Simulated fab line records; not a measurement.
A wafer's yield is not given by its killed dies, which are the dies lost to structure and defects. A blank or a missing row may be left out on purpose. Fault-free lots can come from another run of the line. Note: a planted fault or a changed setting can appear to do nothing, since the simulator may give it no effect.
fab line records / flow ritCmos
[record] lots = 6 wafers = 18 lastDay = 7
route steps=202 shown NWELL@36 PWELL@39
lots that met no fault: from a run of the same line without faults
startH: start of the lot's first displayed wafer, in hours after the record's first day / waitH: hours elapsed since this lot's preceding step / " same as the row above / L1.1+2: one row covering several wafers at once / - no value present, or no start provided / * or withheld: withheld / < > ~ a bound
route shown NAME@n: names a module that has steps shown in the file, with the first one's number in the route / usual: the fault-free wafers' mean and standard deviation / same: alike in all rows / chamber/n: place in a boat / sites: per-site readings / _std_site: standard deviation of those values / _edge_site: mean of outer sites minus mean of inner sites / radiusMm: how far each site lies from the wafer's centre / mask NAME#n: copy n / behind: the most recent tool/chamber to have shaped the wafer / hold: the reason the lot was held/the length of the hold in hours/how it ended / device: whichever transistor did not switch (one of n, p or np) / end of line: the route-end tests of the same wafers / where a step has no rows: the recipe by itself / killed: dies lost to structure and defects at the first sort, not the wafer's yield / map: a wafer's dies, marking killed ones x, the rest . and places with no die _
set.NAME: the run value of the setting; set.NAME@STEP: its run value at that earlier step / model.NAME: the simulator's own value behind a step, which no gauge read
lots seen at some steps along the route; tables by step, rows by wafer
services: from which hour (startH, from the record's first day; less than 0 if before it) a tool's chamber was out of use, for how many hours, and why
[[steps]]
[step RIT_NWELL_IMPLANT_08]
[recipe] species = P energyKev = 170 doseCm2 = 5e+13 tiltDeg = 7
[step RIT_NWELL_STRIP_09]
[recipe] chemistry = O2 timeS = 180 resist = NOVOLAK platenTempC = withheld powerW = 500 pressureMtorr = 4000 o2FlowSccm = 4000
[usual] chamberPressureMTorr = 4000/3.6 drypumpMotorCurrentA = 5.6/0.61
lot.wafer=L151.3 tool=plasmaAsher-01 chamber=0 startH=25.79 waitH=0.1 chamberPressureMTorr=4004 drypumpMotorCurrentA=5.4 rfHoursCounterH=-
lot.wafer=L151.5 tool=plasmaAsher-01 chamber=1 startH=25.79 waitH=0.1 chamberPressureMTorr=4005 drypumpMotorCurrentA=4.8 rfHoursCounterH=-
lot.wafer=L151.6 tool=plasmaAsher-01 chamber=0 startH=25.79 waitH=0.1 chamberPressureMTorr=4010 drypumpMotorCurrentA=5.4 rfHoursCounterH=-
lot.wafer=L154.2 tool=plasmaAsher-04 chamber=0 startH=43.14 waitH=0.1 chamberPressureMTorr=4002 drypumpMotorCurrentA=6.2 rfHoursCounterH=40
lot.wafer=L154.3 tool=plasmaAsher-04 chamber=1 startH=43.14 waitH=0.1 chamberPressureMTorr=3995 drypumpMotorCurrentA=5.0 rfHoursCounterH=-
lot.wafer=L154.6 tool=plasmaAsher-04 chamber=1 startH=43.14 waitH=0.1 chamberPressureMTorr=4007 drypumpMotorCurrentA=5.0 rfHoursCounterH=-
lot.wafer=L160.1 tool=plasmaAsher-01 chamber=1 startH=71.64 waitH=0.1 chamberPressureMTorr=4006 drypumpMotorCurrentA=4.8 rfHoursCounterH=44
lot.wafer=L160.3 tool=plasmaAsher-01 chamber=0 startH=71.64 waitH=0.1 chamberPressureMTorr=4003 drypumpMotorCurrentA=5.4 rfHoursCounterH=-
lot.wafer=L160.6 tool=plasmaAsher-01 chamber=0 startH=71.64 waitH=0.1 chamberPressureMTorr=3998 drypumpMotorCurrentA=5.4 rfHoursCounterH=-
lot.wafer=L161.1 tool=plasmaAsher-04 chamber=0 startH=79.72 waitH=0.1 chamberPressureMTorr=3999 drypumpMotorCurrentA=6.2 rfHoursCounterH=44
lot.wafer=L161.2 tool=plasmaAsher-04 chamber=1 startH=79.72 waitH=0.1 chamberPressureMTorr=3997 drypumpMotorCurrentA=5.0 rfHoursCounterH=44
lot.wafer=L161.3 tool=plasmaAsher-04 chamber=0 startH=79.72 waitH=0.1 chamberPressureMTorr=4004 drypumpMotorCurrentA=6.1 rfHoursCounterH=-
lot.wafer=L169.2 tool=plasmaAsher-04 chamber=1 startH=117.44 waitH=0.1 chamberPressureMTorr=3999 drypumpMotorCurrentA=5.0 rfHoursCounterH=48
lot.wafer=L169.3 tool=plasmaAsher-04 chamber=1 startH=117.44 waitH=0.1 chamberPressureMTorr=4005 drypumpMotorCurrentA=5.0 rfHoursCounterH=-
lot.wafer=L169.6 tool=plasmaAsher-04 chamber=1 startH=117.44 waitH=0.1 chamberPressureMTorr=4004 drypumpMotorCurrentA=5.0 rfHoursCounterH=-
lot.wafer=L170.3 tool=plasmaAsher-04 chamber=0 startH=121.11 waitH=0.1 chamberPressureMTorr=3995 drypumpMotorCurrentA=6.1 rfHoursCounterH=-
lot.wafer=L170.4 tool=plasmaAsher-04 chamber=1 startH=121.11 waitH=0.1 chamberPressureMTorr=4000 drypumpMotorCurrentA=5.0 rfHoursCounterH=-
lot.wafer=L170.5 tool=plasmaAsher-04 chamber=1 startH=121.11 waitH=0.1 chamberPressureMTorr=4003 drypumpMotorCurrentA=5.0 rfHoursCounterH=-
[step RIT_NWELL_TW_MEAS_10]
[usual] NWELL_TW = 2129/11
lot.wafer=L151.3 tool=filmMetro-02 chamber=- startH=25.93 waitH=0.1 NWELL_TW=2137
lot.wafer=L151.5 tool=filmMetro-02 chamber=- startH=25.93 waitH=0.1 NWELL_TW=2150
lot.wafer=L151.6 tool=filmMetro-02 chamber=- startH=25.93 waitH=0.1 NWELL_TW=2135
lot.wafer=L154.2 tool=filmMetro-03 chamber=- startH=43.33 waitH=0.1 NWELL_TW=2117
lot.wafer=L154.3 tool=filmMetro-03 chamber=- startH=43.33 waitH=0.1 NWELL_TW=2130
lot.wafer=L154.6 tool=filmMetro-03 chamber=- startH=43.33 waitH=0.1 NWELL_TW=2117
lot.wafer=L160.1 tool=filmMetro-03 chamber=- startH=71.81 waitH=0.1 NWELL_TW=2121
lot.wafer=L160.3 tool=filmMetro-03 chamber=- startH=71.81 waitH=0.1 NWELL_TW=2126
lot.wafer=L160.6 tool=filmMetro-03 chamber=- startH=71.81 waitH=0.1 NWELL_TW=2127
lot.wafer=L161.1 tool=filmMetro-01 chamber=- startH=79.90 waitH=0.1 NWELL_TW=2137
lot.wafer=L161.2 tool=filmMetro-01 chamber=- startH=79.90 waitH=0.1 NWELL_TW=2151
lot.wafer=L161.3 tool=filmMetro-01 chamber=- startH=79.90 waitH=0.1 NWELL_TW=2146
lot.wafer=L169.2 tool=filmMetro-03 chamber=- startH=117.62 waitH=0.1 NWELL_TW=2129
lot.wafer=L169.3 tool=filmMetro-03 chamber=- startH=117.62 waitH=0.1 NWELL_TW=2121
lot.wafer=L169.6 tool=filmMetro-03 chamber=- startH=117.62 waitH=0.1 NWELL_TW=2132
lot.wafer=L170.3 tool=filmMetro-03 chamber=- startH=121.25 waitH=0.1 NWELL_TW=2108
lot.wafer=L170.4 tool=filmMetro-03 chamber=- startH=121.25 waitH=0.1 NWELL_TW=2115
lot.wafer=L170.5 tool=filmMetro-03 chamber=- startH=121.25 waitH=0.1 NWELL_TW=2114
[step RIT_PWELL_HMDS_00]
[recipe] primeTimeS = 60 primeTempC = 140
[step RIT_PWELL_COAT_01]
[recipe] resist = NOVOLAK spinRpm = 2000 resistThkNm = 1300
[step RIT_PWELL_SOFTBAKE_02]
[recipe] resist = NOVOLAK tempC = 89.22 timeS = 60
[step RIT_PWELL_EXPOSE_03]
[recipe] maskId = M3 na = 0.57 targetCdNm = 43700 doseMj = 250
[step RIT_PWELL_PEB_04]
[recipe] resist = NOVOLAK tempC = withheld timeS = withheld
[step RIT_PWELL_DEVELOP_05]
[recipe] resist = NOVOLAK developTimeS = 68 devTempC = 23
[step RIT_PWELL_OVL_MEAS_06]
[usual] PWELL_OVL = -0.4/1.6
lot.wafer=L151.3 tool=overlay-01 chamber=- startH=26.89 waitH=- PWELL_OVL[nm]=-3.8
lot.wafer=L151.5 tool=overlay-01 chamber=- startH=26.89 waitH=- PWELL_OVL[nm]=-0.2
lot.wafer=L151.6 tool=overlay-01 chamber=- startH=26.89 waitH=- PWELL_OVL[nm]=-2.2
lot.wafer=L154.2 tool=overlay-01 chamber=- startH=44.26 waitH=- PWELL_OVL[nm]=-1.1
lot.wafer=L154.3 tool=overlay-01 chamber=- startH=44.26 waitH=- PWELL_OVL[nm]=-2.2
lot.wafer=L154.6 tool=overlay-01 chamber=- startH=44.26 waitH=- PWELL_OVL[nm]=-1.1
lot.wafer=L160.1 tool=overlay-02 chamber=- startH=72.75 waitH=- PWELL_OVL[nm]=1.0
lot.wafer=L160.3 tool=overlay-02 chamber=- startH=72.75 waitH=- PWELL_OVL[nm]=0.9
lot.wafer=L160.6 tool=overlay-02 chamber=- startH=72.75 waitH=- PWELL_OVL[nm]=-0.4
lot.wafer=L161.1 tool=overlay-02 chamber=- startH=80.99 waitH=- PWELL_OVL[nm]=-1.5
lot.wafer=L161.2 tool=overlay-02 chamber=- startH=80.99 waitH=- PWELL_OVL[nm]=-0.5
lot.wafer=L161.3 tool=overlay-02 chamber=- startH=80.99 waitH=- PWELL_OVL[nm]=-0.3
lot.wafer=L169.2 tool=overlay-01 chamber=- startH=118.68 waitH=- PWELL_OVL[nm]=-0.6
lot.wafer=L169.3 tool=overlay-01 chamber=- startH=118.68 waitH=- PWELL_OVL[nm]=-2.1
lot.wafer=L169.6 tool=overlay-01 chamber=- startH=118.68 waitH=- PWELL_OVL[nm]=-4.7
lot.wafer=L170.3 tool=overlay-01 chamber=- startH=122.18 waitH=- PWELL_OVL[nm]=-2.3
lot.wafer=L170.4 tool=overlay-01 chamber=- startH=122.18 waitH=- PWELL_OVL[nm]=-3.5
lot.wafer=L170.5 tool=overlay-01 chamber=- startH=122.18 waitH=- PWELL_OVL[nm]=-3.4
[step RIT_PWELL_HARDBAKE_07]
[recipe] resist = NOVOLAK tempC = 140 timeS = 120
[step RIT_PWELL_IMPLANT_08]
[recipe] species = B energyKev = 170 doseCm2 = 7e+13 tiltDeg = 7
[step RIT_PWELL_STRIP_09]
[recipe] chemistry = O2 timeS = 180 resist = NOVOLAK platenTempC = withheld powerW = 500 pressureMtorr = 4000 o2FlowSccm = 4000
[usual] chamberPressureMTorr = 4000/3.5 drypumpMotorCurrentA = 5.4/0.5
lot.wafer=L151.3 tool=plasmaAsher-03 chamber=0 startH=27.38 waitH=0.1 chamberPressureMTorr=4003 drypumpMotorCurrentA=5.7 rfHoursCounterH=- model.NOVOLAK_of_PWELL_COAT_01.thkNm=0
lot.wafer=L151.5 tool=plasmaAsher-03 chamber=1 startH=27.38 waitH=0.1 chamberPressureMTorr=4005 drypumpMotorCurrentA=4.9 rfHoursCounterH=- model.NOVOLAK_of_PWELL_COAT_01.thkNm=0
lot.wafer=L151.6 tool=plasmaAsher-03 chamber=0 startH=27.38 waitH=0.1 chamberPressureMTorr=4005 drypumpMotorCurrentA=5.7 rfHoursCounterH=- model.NOVOLAK_of_PWELL_COAT_01.thkNm=0
lot.wafer=L154.2 tool=plasmaAsher-04 chamber=0 startH=44.69 waitH=0.1 chamberPressureMTorr=3997 drypumpMotorCurrentA=6.1 rfHoursCounterH=40 model.NOVOLAK_of_PWELL_COAT_01.thkNm=0
lot.wafer=L154.3 tool=plasmaAsher-04 chamber=0 startH=44.69 waitH=0.1 chamberPressureMTorr=4001 drypumpMotorCurrentA=6.1 rfHoursCounterH=- model.NOVOLAK_of_PWELL_COAT_01.thkNm=0
lot.wafer=L154.6 tool=plasmaAsher-04 chamber=0 startH=44.69 waitH=0.1 chamberPressureMTorr=3995 drypumpMotorCurrentA=6.2 rfHoursCounterH=- model.NOVOLAK_of_PWELL_COAT_01.thkNm=0
lot.wafer=L160.1 tool=plasmaAsher-03 chamber=0 startH=73.19 waitH=0.1 chamberPressureMTorr=- drypumpMotorCurrentA=- rfHoursCounterH=- model.NOVOLAK_of_PWELL_COAT_01.thkNm=1136
lot.wafer=L160.3 tool=plasmaAsher-03 chamber=1 startH=73.19 waitH=0.1 chamberPressureMTorr=- drypumpMotorCurrentA=- rfHoursCounterH=- model.NOVOLAK_of_PWELL_COAT_01.thkNm=1135
lot.wafer=L160.6 tool=plasmaAsher-03 chamber=0 startH=73.19 waitH=0.1 chamberPressureMTorr=- drypumpMotorCurrentA=- rfHoursCounterH=- model.NOVOLAK_of_PWELL_COAT_01.thkNm=1136
lot.wafer=L161.1 tool=plasmaAsher-03 chamber=0 startH=81.42 waitH=0.1 chamberPressureMTorr=- drypumpMotorCurrentA=- rfHoursCounterH=- model.NOVOLAK_of_PWELL_COAT_01.thkNm=1141
lot.wafer=L161.2 tool=plasmaAsher-03 chamber=1 startH=81.42 waitH=0.1 chamberPressureMTorr=- drypumpMotorCurrentA=- rfHoursCounterH=- model.NOVOLAK_of_PWELL_COAT_01.thkNm=1140
lot.wafer=L161.3 tool=plasmaAsher-03 chamber=1 startH=81.42 waitH=0.1 chamberPressureMTorr=- drypumpMotorCurrentA=- rfHoursCounterH=- model.NOVOLAK_of_PWELL_COAT_01.thkNm=1136
lot.wafer=L169.2 tool=plasmaAsher-03 chamber=0 startH=119.11 waitH=0.1 chamberPressureMTorr=4001 drypumpMotorCurrentA=5.7 rfHoursCounterH=50 model.NOVOLAK_of_PWELL_COAT_01.thkNm=0
lot.wafer=L169.3 tool=plasmaAsher-03 chamber=0 startH=119.11 waitH=0.1 chamberPressureMTorr=4003 drypumpMotorCurrentA=5.7 rfHoursCounterH=- model.NOVOLAK_of_PWELL_COAT_01.thkNm=0
lot.wafer=L169.6 tool=plasmaAsher-03 chamber=1 startH=119.11 waitH=0.1 chamberPressureMTorr=4008 drypumpMotorCurrentA=5.0 rfHoursCounterH=- model.NOVOLAK_of_PWELL_COAT_01.thkNm=0
lot.wafer=L170.3 tool=plasmaAsher-04 chamber=0 startH=122.67 waitH=0.1 chamberPressureMTorr=3999 drypumpMotorCurrentA=6.1 rfHoursCounterH=- model.NOVOLAK_of_PWELL_COAT_01.thkNm=0
lot.wafer=L170.4 tool=plasmaAsher-04 chamber=1 startH=122.67 waitH=0.1 chamberPressureMTorr=4000 drypumpMotorCurrentA=5.0 rfHoursCounterH=- model.NOVOLAK_of_PWELL_COAT_01.thkNm=0
lot.wafer=L170.5 tool=plasmaAsher-04 chamber=0 startH=122.67 waitH=0.1 chamberPressureMTorr=4003 drypumpMotorCurrentA=6.2 rfHoursCounterH=- model.NOVOLAK_of_PWELL_COAT_01.thkNm=0
[step RIT_PWELL_TW_MEAS_10]
[usual] PWELL_TW = 946/5.5
lot.wafer=L151.3 tool=filmMetro-03 chamber=- startH=27.51 waitH=0.1 PWELL_TW=942
lot.wafer=L151.5 tool=filmMetro-03 chamber=- startH=27.51 waitH=0.1 PWELL_TW=945
lot.wafer=L151.6 tool=filmMetro-03 chamber=- startH=27.51 waitH=0.1 PWELL_TW=939
lot.wafer=L154.2 tool=filmMetro-02 chamber=- startH=44.88 waitH=0.1 PWELL_TW=949
lot.wafer=L154.3 tool=filmMetro-02 chamber=- startH=44.88 waitH=0.1 PWELL_TW=952
lot.wafer=L154.6 tool=filmMetro-02 chamber=- startH=44.88 waitH=0.1 PWELL_TW=957
lot.wafer=L160.1 tool=filmMetro-02 chamber=- startH=73.36 waitH=0.1 PWELL_TW=949
lot.wafer=L160.3 tool=filmMetro-02 chamber=- startH=73.36 waitH=0.1 PWELL_TW=944
lot.wafer=L160.6 tool=filmMetro-02 chamber=- startH=73.36 waitH=0.1 PWELL_TW=945
lot.wafer=L161.1 tool=filmMetro-03 chamber=- startH=81.60 waitH=0.1 PWELL_TW=935
lot.wafer=L161.2 tool=filmMetro-03 chamber=- startH=81.60 waitH=0.1 PWELL_TW=941
lot.wafer=L161.3 tool=filmMetro-03 chamber=- startH=81.60 waitH=0.1 PWELL_TW=945
lot.wafer=L169.2 tool=filmMetro-01 chamber=- startH=119.30 waitH=0.1 PWELL_TW=950
lot.wafer=L169.3 tool=filmMetro-01 chamber=- startH=119.30 waitH=0.1 PWELL_TW=948
lot.wafer=L169.6 tool=filmMetro-01 chamber=- startH=119.30 waitH=0.1 PWELL_TW=953
lot.wafer=L170.3 tool=filmMetro-02 chamber=- startH=122.80 waitH=0.1 PWELL_TW=943
lot.wafer=L170.4 tool=filmMetro-02 chamber=- startH=122.80 waitH=0.1 PWELL_TW=943
lot.wafer=L170.5 tool=filmMetro-02 chamber=- startH=122.80 waitH=0.1 PWELL_TW=940
[[services]]
tool=plasmaAsher-03 chamber=- startH=12.93 hours=5.3 kind=repair
tool=plasmaAsher-03 chamber=- startH=63.43 hours=0.4 kind=repair
tool=plasmaAsher-01 chamber=- startH=108.87 hours=9.0 kind=pm
tool=plasmaAsher-01 chamber=0 startH=108.87 hours=9.0 kind=ventCycle
tool=plasmaAsher-01 chamber=1 startH=108.87 hours=9.0 kind=ventCycle
tool=plasmaAsher-01 chamber=- startH=117.87 hours=2.8 kind=pm
tool=plasmaAsher-01 chamber=0 startH=117.87 hours=- kind=clean
tool=plasmaAsher-01 chamber=1 startH=117.87 hours=- kind=clean
tool=plasmaAsher-01 chamber=- startH=120.62 hours=14.6 kind=pm
[[key]]
[firstSign] step = RIT_PWELL_STRIP_09 reading = toolRecord direction = missing
effect none on later readings
[modelEffect] step = RIT_PWELL_STRIP_09 value = NOVOLAK_of_PWELL_COAT_01.thkNm without = 0 struck = 1137
metAt RIT_PWELL_STRIP_09
struckWafers L160.1,L160.3,L160.6,L161.1,L161.2,L161.3
laterRowsLeftOut L160.1,L160.3,L160.6,L161.1,L161.2,L161.3
sortLeftOut L160.1,L160.3,L160.6,L161.1,L161.2,L161.3
testerLeftOut L160,L161
onsetBetween 27.38 73.19
[fault] kind = skippedStepWhole tool = plasmaAsher-03 chamber = - onsetH = 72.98 steps = RIT_PWELL_STRIP_09 scope = struckLotsOnly
// testerLeftOut: of these lots the tester's yield and bins aren't shown, on N5 and GAA mostly nor the transistor test; their killed dies are dies lost to structure and defects alone, not to doping, threshold or leakage, so they don't give the yield
// sortLeftOut: the simulated sort isn't trusted on such a fault, so these wafers' sort isn't shown, and their yield isn't known
// laterRowsLeftOut: the simulator's readings of these wafers behind a module that went badly wrong aren't trusted and aren't shown, but for the sort
